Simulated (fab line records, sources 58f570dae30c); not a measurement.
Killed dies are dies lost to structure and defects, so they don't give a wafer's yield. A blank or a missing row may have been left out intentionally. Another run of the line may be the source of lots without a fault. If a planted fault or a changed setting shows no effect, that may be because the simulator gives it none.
fab line records	flow berkeleyCmos170
[record] lots = 5	wafers = 23
route steps=331 shown PSD@176 BACKSIDE@200 CONTACT@220 M1@250 M2@276 V2@306 M3@310
startH: the number of hours between the record's first day and the start of the first shown wafer of the lot	waitH: time in hours since the lot's previous step	" the same as in the row above	L1.1+2: one row covering several wafers at once	- no value, or no start was given	* or withheld: withheld	< > ~ a bound
route shown NAME@n: NAME is a module with steps in the file, n the number in the route of the first one	usual: mean and standard deviation over wafers with no fault	same: alike in all rows	chamber/n: place in a boat	sites: each site's reading	_std_site: standard deviation across them	_edge_site: mean of outer sites minus mean of inner sites	radiusMm: how far each site lies from the wafer's centre	mask NAME#n: copy n	behind: the last tool/chamber to shape the wafer	hold: why the lot was held/for how many hours/how that ended	device: the n, p or np transistor that did not switch	end of line: the same wafers' tests at the end of the route	a step given without rows: its recipe and nothing more	killed: dies lost to structure and defects at the first sort, not the wafer's yield	map: per-die view of a wafer (x killed, . not killed, _ where there is no die)
set.NAME: setting as actually run; set.NAME@STEP: the setting as run at that earlier step	model.NAME: the simulator's own value behind a step, which no gauge read
lots whose settings were changed on purpose; a table a step, a row a wafer
[[steps]]
[step UCB170_PSD_COAT_01]
[recipe] resist = KrF	spinRpm = 1500	resistThkNm = 900
lot.wafer	tool	chamber	startH	waitH	set.spinRpm	model.KrF_of_PSD_COAT_01.thkNm
L075.1	lithoTrack-01	0	176.57	0.1	1500	899.3
L075.2+4	"	0	"	"	1500	901.4
L074.2	lithoTrack-01	0	177.04	0.1	1609	871.5
L074.3	"	0	"	"	1500	900
L074.4	"	0	"	"	1500	901.5
L074.5	"	0	"	"	1500	902.4
L074.6	"	0	"	"	1609	872.7
L080.1	lithoTrack-02	0	205.24	0.1	1500	903.8
L080.2	"	0	"	"	1500	900.9
L080.4	"	0	"	"	1587	876.6
L080.5	"	0	"	"	1587	880.5
L080.6	"	0	"	"	1500	898.9
L083.1	lithoTrack-04	0	221.93	0.1	1500	902.8
L083.3	"	0	"	"	1429	923.2
L083.4	"	0	"	"	1500	902.7
L083.5	"	0	"	"	1429	922.1
L083.6	"	0	"	"	1429	926.5
L084.1	lithoTrack-02	0	221.96	0.1	1500	900.3
L084.2+6	"	0	"	"	1500	900
L084.3	"	0	"	"	1500	899.9
L084.4	"	0	"	"	1500	900.4
[step UCB170_PSD_SOFTBAKE_02]
[recipe] resist = KrF	tempC = 130	timeS = 60
[step UCB170_PSD_EXPOSE_03]
[recipe] maskId = PSELECT_MOD	na = 0.5	sigmaOuter = 0.6	sourceShape = conventional	targetCdNm = 1200	doseMj = 30
[step UCB170_PSD_IMPLANT_08]
[recipe] species = B	doseCm2 = 3e+15	energyKev = 20	tiltDeg = 7
[step UCB170_PSD_STRIP_09]
[recipe] chemistry = O2	powerW = 400	pressureMtorr = 3500	platenTempC = withheld	o2FlowSccm = 400	overashFraction = 0.5
[usual] stripTimeToEndpointS = 29.39/0.074
lot.wafer	tool	chamber	startH	waitH	set.spinRpm@PSD_COAT_01	stripTimeToEndpointS
L075.1	plasmaAsher-03	1	178.00	0.1	1500	29.34
L075.2	"	0	"	"	1500	29.38
L075.4	"	0	"	"	1500	29.40
L074.2	plasmaAsher-02	1	178.29	0.1	1609	28.75
L074.3	"	1	"	"	1500	29.42
L074.4	"	0	"	"	1500	29.47
L074.5	"	0	"	"	1500	29.48
L074.6	"	1	"	"	1609	28.75
L080.1	plasmaAsher-03	0	206.57	0.1	1500	29.56
L080.2	"	1	"	"	1500	29.45
L080.4	"	0	"	"	1587	28.88
L080.5	"	1	"	"	1587	29.00
L080.6	"	0	"	"	1500	29.44
L083.1	plasmaAsher-02	0	223.06	0.1	1500	29.44
L083.3	"	0	"	"	1429	29.87
L083.4	"	1	"	"	1500	29.39
L083.5	"	1	"	"	1429	29.87
L083.6	"	0	"	"	1429	30.03
L084.1	plasmaAsher-03	0	223.30	0.1	1500	29.36
L084.2	"	1	"	"	1500	29.36
L084.3	"	1	"	"	1500	29.37
L084.4	"	0	"	"	1500	29.39
L084.6	"	1	"	"	1500	29.38
[step UCB170_BACKSIDE_COAT_01]
[recipe] resist = KrF	spinRpm = 1500	resistThkNm = 900
lot.wafer	tool	chamber	startH	waitH	set.spinRpm	model.KrF_of_BACKSIDE_COAT_01.thkNm
L075.1	lithoTrack-03	0	181.20	0.1	1500	907.2
L075.2	"	0	"	"	1500	905.6
L075.4	"	0	"	"	1500	902.5
L074.2	lithoTrack-04	0	181.67	0.1	1500	900.5
L074.3	"	0	"	"	1574	881.9
L074.4	"	0	"	"	1574	879.5
L074.5	"	0	"	"	1500	903.4
L074.6	"	0	"	"	1500	901.7
L080.1	lithoTrack-03	0	208.91	0.1	1500	902.6
L080.2	"	0	"	"	1500	899.3
L080.4+6	"	0	"	"	1500	902.1
L080.5	"	0	"	"	1500	902.3
L083.1	lithoTrack-04	0	225.55	0.1	1500	903.9
L083.3	"	0	"	"	1500	904.2
L083.4	"	0	"	"	1500	904.5
L083.5	"	0	"	"	1500	903
L083.6	"	0	"	"	1500	902.4
L084.1	lithoTrack-03	0	226.17	0.1	1538	890
L084.2	"	0	"	"	1500	903.4
L084.3	"	0	"	"	1538	890.3
L084.4	"	0	"	"	1500	900.3
L084.6	"	0	"	"	1538	890.2
[step UCB170_BACKSIDE_SOFTBAKE_02]
[recipe] resist = KrF	tempC = 130	timeS = 60
[step UCB170_BACKSIDE_STRIP_03]
[recipe] chemistry = O2	powerW = 400	pressureMtorr = 3500	platenTempC = withheld	o2FlowSccm = 400	overashFraction = 0.5
[usual] stripTimeToEndpointS = 22.00/0.058
lot.wafer	tool	chamber	startH	waitH	set.spinRpm@BACKSIDE_COAT_01	stripTimeToEndpointS
L075.1	plasmaAsher-01	1	181.50	0.1	1500	22.12
L075.2	"	0	"	"	1500	22.10
L075.4	"	0	"	"	1500	22.01
L074.2	plasmaAsher-02	1	181.95	0.1	1500	21.97
L074.3	"	0	"	"	1574	21.53
L074.4	"	1	"	"	1574	21.49
L074.5	"	1	"	"	1500	22.03
L074.6	"	0	"	"	1500	22.01
L080.1	plasmaAsher-02	0	209.21	0.1	1500	22.04
L080.2	"	1	"	"	1500	21.93
L080.4	"	1	"	"	1500	22.02
L080.5	"	0	"	"	1500	22.02
L080.6	"	1	"	"	1500	22.01
L083.1	plasmaAsher-01	1	225.85	0.1	1500	22.06
L083.3	"	1	"	"	1500	22.08
L083.4	"	0	"	"	1500	22.06
L083.5	"	1	"	"	1500	22.03
L083.6	"	0	"	"	1500	22.03
L084.1	plasmaAsher-04	0	226.47	0.1	1538	21.73
L084.2	"	1	"	"	1500	22.05
L084.3	"	0	"	"	1538	21.73
L084.4	"	1	"	"	1500	21.98
L084.6	"	0	"	"	1538	21.73
[step UCB170_CONTACT_COAT_04]
[recipe] resist = KrF	spinRpm = 1500	resistThkNm = 900
lot.wafer	tool	chamber	startH	waitH	set.resistThkNm	model.KrF_of_CONTACT_COAT_04.thkNm
L075.1	lithoTrack-03	0	184.94	0.1	900	899.7
L075.2	"	0	"	"	900	902.1
L075.4	"	0	"	"	900	900.3
L074.2	lithoTrack-03	0	186.75	0.1	913.7	917
L074.3	"	0	"	"	913.7	915.7
L074.4	"	0	"	"	900	898.5
L074.5	"	0	"	"	900	899.2
L074.6	"	0	"	"	900	902
L080.1	lithoTrack-03	0	212.70	0.1	900	903
L080.2	"	0	"	"	861.8	864.9
L080.4	"	0	"	"	900	897.8
L080.5	"	0	"	"	861.8	864
L080.6	"	0	"	"	861.8	861.9
L083.1	lithoTrack-03	0	229.68	0.1	861.9	857.2
L083.3	"	0	"	"	900	896.6
L083.4	"	0	"	"	900	901.5
L083.5	"	0	"	"	900	899.2
L083.6	"	0	"	"	861.9	859.1
L084.1	lithoTrack-02	0	231.32	0.1	900	901.5
L084.2	"	0	"	"	900	900.3
L084.3	"	0	"	"	852.5	853.4
L084.4	"	0	"	"	852.5	852.9
L084.6	"	0	"	"	900	901.9
[step UCB170_CONTACT_SOFTBAKE_05]
[recipe] resist = KrF	tempC = 130	timeS = 60
[step UCB170_CONTACT_STRIP_06]
[recipe] chemistry = O2	powerW = 400	pressureMtorr = 3500	platenTempC = withheld	o2FlowSccm = 400	overashFraction = 0.5
[usual] stripTimeToEndpointS = 21.99/0.054
lot.wafer	tool	chamber	startH	waitH	set.resistThkNm@CONTACT_COAT_04	stripTimeToEndpointS
L075.1	plasmaAsher-04	0	185.24	0.1	900	21.96
L075.2	"	1	"	"	900	22.02
L075.4	"	1	"	"	900	21.97
L074.2	plasmaAsher-01	0	187.02	0.1	913.7	22.39
L074.3	"	0	"	"	913.7	22.35
L074.4	"	1	"	"	900	21.94
L074.5	"	1	"	"	900	21.94
L074.6	"	0	"	"	900	22.02
L080.1	plasmaAsher-04	1	213.00	0.1	900	22.04
L080.2	"	0	"	"	861.8	21.13
L080.4	"	1	"	"	900	21.92
L080.5	"	0	"	"	861.8	21.11
L080.6	"	1	"	"	861.8	21.05
L083.1	plasmaAsher-01	0	229.98	0.1	861.9	20.94
L083.3	"	0	"	"	900	21.89
L083.4	"	1	"	"	900	22.00
L083.5	"	0	"	"	900	21.95
L083.6	"	1	"	"	861.9	20.99
L084.1	plasmaAsher-04	1	231.62	0.1	900	22.00
L084.2	"	0	"	"	900	21.96
L084.3	"	1	"	"	852.5	20.85
L084.4	"	0	"	"	852.5	20.83
L084.6	"	0	"	"	900	22.01
[step UCB170_M1_METAL_ETCH_12]
[recipe] chemistry = Cl2/BCl3	target = Al	stopOn = PSG	pressureMtorr = 12	targetDepthA = 7800	overEtchFrac = 0.3	timeS = 130	icpW = 600	biasW = 120	Cl2_flow_sccm = 90	bcl3FlowSccm = 45
[usual] oesProductAu = 0.854/0.01
lot.wafer	tool	chamber	startH	waitH	set.timeS	oesProductAu	model.KrF_of_M1_COAT_04.thkNm
L075.1	rieMetal-03	0	188.93	-	130	0.845	442.2
L075.2	"	0	"	"	130	0.838	438.9
L075.4	"	0	"	"	130	0.849	442.7
L074.2	rieMetal-01	1	190.39	-	130	0.861	445.6
L074.3	"	1	"	"	130	0.853	449.4
L074.4	"	1	"	"	130	0.857	446.3
L074.5	"	1	"	"	130	0.856	447.2
L074.6	"	1	"	"	130	0.862	448.6
L080.1	rieMetal-03	0	216.80	-	112.2	0.915	501.7
L080.2	"	1	"	"	130	0.872	450.1
L080.4	"	0	"	"	130	0.847	439.4
L080.5	"	0	"	"	112.2	0.923	504.4
L080.6	"	1	"	"	112.2	0.925	506.9
L083.1	rieMetal-01	0	234.52	-	120.6	0.904	472.9
L083.3	"	0	"	"	130	0.855	439.1
L083.4	"	1	"	"	120.6	0.913	482
L083.5	"	1	"	"	130	0.866	446.3
L083.6	"	0	"	"	130	0.853	441.4
L084.1	rieMetal-03	1	235.27	-	130	0.862	452.1
L084.2	"	0	"	"	119.9	0.882	476.3
L084.3	"	1	"	"	119.9	0.892	482.8
L084.4	"	0	"	"	119.9	0.888	474
L084.6	"	0	"	"	130	0.847	440.7
[step UCB170_M2_COAT_05]
[recipe] resist = KrF	spinRpm = 1500	resistThkNm = 900
lot.wafer	tool	chamber	startH	waitH	set.resistThkNm	model.KrF_of_M2_COAT_05.thkNm
L075.1	lithoTrack-04	0	194.86	0.1	900	902.8
L075.2	"	0	"	"	900	900.4
L075.4	"	0	"	"	900	898.6
L074.2	lithoTrack-04	0	196.19	0.1	915.7	915.2
L074.3	"	0	"	"	900	901.5
L074.4	"	0	"	"	900	903.3
L074.5	"	0	"	"	915.7	917.8
L074.6	"	0	"	"	900	903.4
L080.1	lithoTrack-04	0	224.89	0.1	924.6	928
L080.2	"	0	"	"	924.6	929.5
L080.4	"	0	"	"	900	904.8
L080.5	"	0	"	"	900	904.1
L080.6	"	0	"	"	900	903.3
L083.1	lithoTrack-02	0	239.14	0.1	900	901.8
L083.3	"	0	"	"	869.1	868.4
L083.4	"	0	"	"	900	902
L083.5	"	0	"	"	869.1	871.5
L083.6	"	0	"	"	900	899.2
L084.1	lithoTrack-03	0	241.19	0.1	938.2	938.4
L084.2	"	0	"	"	900	896.8
L084.3	"	0	"	"	900	900
L084.4	"	0	"	"	938.2	938.2
L084.6	"	0	"	"	938.2	939.3
[step UCB170_M2_SOFTBAKE_06]
[recipe] resist = KrF	tempC = 130	timeS = 60
[step UCB170_M2_STRIP_07]
[recipe] chemistry = O2	powerW = 400	pressureMtorr = 3500	platenTempC = withheld	o2FlowSccm = 400	overashFraction = 0.5
[usual] stripTimeToEndpointS = 22.00/0.054
lot.wafer	tool	chamber	startH	waitH	set.resistThkNm@M2_COAT_05	stripTimeToEndpointS
L075.1	plasmaAsher-04	1	195.16	0.1	900	22.03
L075.2	"	0	"	"	900	21.98
L075.4	"	0	"	"	900	21.93
L074.2	plasmaAsher-02	0	196.47	0.1	915.7	22.32
L074.3	"	1	"	"	900	22.01
L074.4	"	0	"	"	900	22.06
L074.5	"	0	"	"	915.7	22.42
L074.6	"	1	"	"	900	22.05
L080.1	plasmaAsher-02	1	225.19	0.1	924.6	22.63
L080.2	"	0	"	"	924.6	22.67
L080.4	"	0	"	"	900	22.09
L080.5	"	0	"	"	900	22.06
L080.6	"	1	"	"	900	22.05
L083.1	plasmaAsher-02	1	239.44	0.1	900	22.01
L083.3	"	0	"	"	869.1	21.21
L083.4	"	1	"	"	900	22.00
L083.5	"	0	"	"	869.1	21.28
L083.6	"	1	"	"	900	21.95
L084.1	plasmaAsher-04	0	241.49	0.1	938.2	22.89
L084.2	"	1	"	"	900	21.90
L084.3	"	0	"	"	900	21.98
L084.4	"	1	"	"	938.2	22.89
L084.6	"	1	"	"	938.2	22.90
[step UCB170_V2_ETCH_14]
[recipe] chemistry = CHF3/CF4/Ar	target = SiO2	stopOn = Al	CHF3_flow_sccm = 45	cf4FlowSccm = 15	Ar_flow_sccm = 150	pressureMtorr = 200	rfW = 700	targetDepthA = 12500	overEtchFrac = 0.25	timeS = 291
lot.wafer	tool	chamber	startH	waitH	set.timeS	model.KrF_of_V2_COAT_07.thkNm
L075.1	rieDiel-04	3	199.16	0.0	291	614.2
L075.2	"	1	"	"	291	612.2
L075.4	"	1	"	"	291	608.7
L074.2	rieDiel-01	3	200.37	0.0	291	612.6
L074.3	"	2	"	"	291	606.9
L074.4	"	3	"	"	256.9	642.7
L074.5	"	1	"	"	256.9	640.4
L074.6	"	2	"	"	291	613.2
L080.1	rieDiel-01	2	229.24	0.0	325.1	583.6
L080.2	"	3	"	"	291	613.8
L080.4	"	0	"	"	325.1	580.7
L080.5	"	0	"	"	291	613.3
L080.6	"	3	"	"	291	614.9
L083.1	rieDiel-02	3	244.18	0.0	291	607.3
L083.3	"	0	"	"	307.6	601.6
L083.4	"	2	"	"	291	612.1
L083.5	"	2	"	"	291	609.8
L083.6	"	1	"	"	307.6	595.7
L084.1	rieDiel-01	3	246.20	0.0	262.6	635.4
L084.2	"	1	"	"	262.6	641.2
L084.3	"	2	"	"	291	613.4
L084.4	"	0	"	"	262.6	637.6
L084.6	"	0	"	"	291	611.7
[step UCB170_V2_STRIP_15]
[recipe] chemistry = O2	powerW = 400	pressureMtorr = 3500	platenTempC = withheld	o2FlowSccm = 400	overashFraction = 0.5
[usual] stripTimeToEndpointS = 15.34/0.079
lot.wafer	tool	chamber	startH	waitH	set.timeS@V2_ETCH_14	stripTimeToEndpointS
L075.1	plasmaAsher-04	0	199.34	0.1	291	15.40
L075.2	"	1	"	"	291	15.37
L075.4	"	1	"	"	291	15.28
L074.2	plasmaAsher-01	0	200.55	0.1	291	15.37
L074.3	"	1	"	"	291	15.22
L074.4	"	0	"	"	256.9	16.02
L074.5	"	1	"	"	256.9	15.96
L074.6	"	0	"	"	291	15.39
L080.1	plasmaAsher-01	1	229.42	0.1	325.1	14.69
L080.2	"	0	"	"	291	15.41
L080.4	"	1	"	"	325.1	14.62
L080.5	"	1	"	"	291	15.40
L080.6	"	0	"	"	291	15.41
L083.1	plasmaAsher-04	0	244.36	0.1	291	15.24
L083.3	"	0	"	"	307.6	15.11
L083.4	"	1	"	"	291	15.37
L083.5	"	1	"	"	291	15.30
L083.6	"	0	"	"	307.6	14.97
L084.1	plasmaAsher-01	0	246.38	0.1	262.6	15.83
L084.2	"	1	"	"	262.6	15.97
L084.3	"	1	"	"	291	15.38
L084.4	"	0	"	"	262.6	15.90
L084.6	"	1	"	"	291	15.34
[step UCB170_M3_SPUTTER_01]
[recipe] material = Al	targetThkNm = 900	timeS = 120	powerW = 6000	chamberPressurePa = 0.5
lot.wafer	tool	chamber	startH	waitH	set.powerW	model.Al_of_M3_SPUTTER_01.thkNm
L075.1	pvdSputter-01	-	199.63	0.0	6000	893.3
L075.2	"	-	"	"	6000	900.4
L075.4	"	-	"	"	6000	900.8
L074.2	pvdSputter-03	-	200.84	0.0	6000	903.4
L074.3	"	-	"	"	5759	875.9
L074.4	"	-	"	"	6000	904.9
L074.5	"	-	"	"	5759	875.5
L074.6	"	-	"	"	5759	868.9
L080.1	pvdSputter-04	-	229.70	0.0	6610	990.5
L080.2	"	-	"	"	6610	987.7
L080.4	"	-	"	"	6000	902.5
L080.5	"	-	"	"	6610	996.6
L080.6	"	-	"	"	6000	896.8
L083.1	pvdSputter-03	-	244.65	0.0	5543	835.7
L083.3	"	-	"	"	6000	912.3
L083.4	"	-	"	"	5543	834.3
L083.5	"	-	"	"	6000	900.6
L083.6	"	-	"	"	6000	920.5
L084.1	pvdSputter-04	-	246.66	0.0	6000	919.3
L084.2	"	-	"	"	6375	975.3
L084.3	"	-	"	"	6375	975.4
L084.4	"	-	"	"	6000	922.9
L084.6	"	-	"	"	6375	968.4
[step UCB170_M3_RS_MEAS_02]
[recipe] thkMeasGauge = four-point-probe	reads = Al_of_M3_SPUTTER_01
[usual] M3_AL_RS = 0.0321/0.00034
lot.wafer	tool	chamber	startH	waitH	set.powerW@M3_SPUTTER_01	M3_AL_RS[ohm/sq]
L075.1	filmMetro-02	-	199.72	0.0	6000	0.0325
L075.2	"	-	"	"	6000	0.0321
L075.4	"	-	"	"	6000	0.0322
L074.2	filmMetro-01	-	200.94	0.1	6000	0.0320
L074.3	"	-	"	"	5759	0.0331
L074.4	"	-	"	"	6000	0.0320
L074.5	"	-	"	"	5759	0.0330
L074.6	"	-	"	"	5759	0.0333
L080.1	filmMetro-01	-	229.79	0.0	6610	0.0291
L080.2	"	-	"	"	6610	0.0292
L080.4	"	-	"	"	6000	0.0321
L080.5	"	-	"	"	6610	0.0290
L080.6	"	-	"	"	6000	0.0322
L083.1	filmMetro-02	-	244.73	0.0	5543	0.0347
L083.3	"	-	"	"	6000	0.0318
L083.4	"	-	"	"	5543	0.0347
L083.5	"	-	"	"	6000	0.0321
L083.6	"	-	"	"	6000	0.0315
L084.1	filmMetro-02	-	246.75	0.0	6000	0.0315
L084.2	"	-	"	"	6375	0.0297
L084.3	"	-	"	"	6375	0.0297
L084.4	"	-	"	"	6000	0.0314
L084.6	"	-	"	"	6375	0.0298
[step UCB170_M3_THK_MEAS_03]
[recipe] thkMeasGauge = xrf	reads = Al_of_M3_SPUTTER_01
[usual] M3_AL_THK = 918/8.8
lot.wafer	tool	chamber	startH	waitH	set.powerW@M3_SPUTTER_01	M3_AL_THK[nm]
L075.1	filmMetro-02	-	199.84	0.1	6000	911
L075.2	"	-	"	"	6000	918
L075.4	"	-	"	"	6000	920
L074.2	filmMetro-01	-	201.05	0.1	6000	916
L074.3	"	-	"	"	5759	892
L074.4	"	-	"	"	6000	915
L074.5	"	-	"	"	5759	886
L074.6	"	-	"	"	5759	876
L080.1	filmMetro-01	-	229.91	0.1	6610	1004
L080.2	"	-	"	"	6610	1004
L080.4	"	-	"	"	6000	913
L080.5	"	-	"	"	6610	1009
L080.6	"	-	"	"	6000	910
L083.1	filmMetro-02	-	244.85	0.1	5543	846
L083.3	"	-	"	"	6000	928
L083.4	"	-	"	"	5543	844
L083.5	"	-	"	"	6000	918
L083.6	"	-	"	"	6000	936
L084.1	filmMetro-02	-	246.87	0.1	6000	936
L084.2	"	-	"	"	6375	994
L084.3	"	-	"	"	6375	993
L084.4	"	-	"	"	6000	937
L084.6	"	-	"	"	6375	988
[[key]]
[split] step = UCB170_PSD_COAT_01	setting = spinRpm	stated = 1500	by = wafer
[response] step = UCB170_PSD_COAT_01	reading = model.KrF_of_PSD_COAT_01.thkNm	change = -4.08	per = 1%	r = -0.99
[response] step = UCB170_PSD_STRIP_09	reading = stripTimeToEndpointS	change = *	per = 1%	r = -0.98
[split] step = UCB170_BACKSIDE_COAT_01	setting = spinRpm	stated = 1500	by = wafer
[response] step = UCB170_BACKSIDE_COAT_01	reading = model.KrF_of_BACKSIDE_COAT_01.thkNm	change = -4.35	per = 1%	r = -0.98
[response] step = UCB170_BACKSIDE_STRIP_03	reading = stripTimeToEndpointS	change = *	per = 1%	r = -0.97
[split] step = UCB170_CONTACT_COAT_04	setting = resistThkNm	stated = 900	by = wafer
[response] step = UCB170_CONTACT_COAT_04	reading = model.KrF_of_CONTACT_COAT_04.thkNm	change = +9.2	per = 1%	r = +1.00
[response] step = UCB170_CONTACT_STRIP_06	reading = stripTimeToEndpointS	change = *	per = 1%	r = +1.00
[split] step = UCB170_M1_METAL_ETCH_12	setting = timeS	stated = 130	by = wafer
[response] step = UCB170_M1_METAL_ETCH_12	reading = oesProductAu	change = -0.00485	per = 1%	r = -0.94
[response] step = UCB170_M1_METAL_ETCH_12	reading = model.KrF_of_M1_COAT_04.thkNm	change = -4.38	per = 1%	r = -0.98
[split] step = UCB170_M2_COAT_05	setting = resistThkNm	stated = 900	by = wafer
[response] step = UCB170_M2_COAT_05	reading = model.KrF_of_M2_COAT_05.thkNm	change = +9.14	per = 1%	r = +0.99
[response] step = UCB170_M2_STRIP_07	reading = stripTimeToEndpointS	change = *	per = 1%	r = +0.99
[split] step = UCB170_V2_ETCH_14	setting = timeS	stated = 291	by = wafer
[response] step = UCB170_V2_ETCH_14	reading = model.KrF_of_V2_COAT_07.thkNm	change = -2.6	per = 1%	r = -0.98
[response] step = UCB170_V2_STRIP_15	reading = stripTimeToEndpointS	change = *	per = 1%	r = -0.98
[split] step = UCB170_M3_SPUTTER_01	setting = powerW	stated = 6000	by = wafer
[response] step = UCB170_M3_SPUTTER_01	reading = model.Al_of_M3_SPUTTER_01.thkNm	change = +9.06	per = 1%	r = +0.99
[response] step = UCB170_M3_RS_MEAS_02	reading = M3_AL_RS	change = -0.000314	per = 1%	r = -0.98
[response] step = UCB170_M3_THK_MEAS_03	reading = M3_AL_THK	change = +9.45	per = 1%	r = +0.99
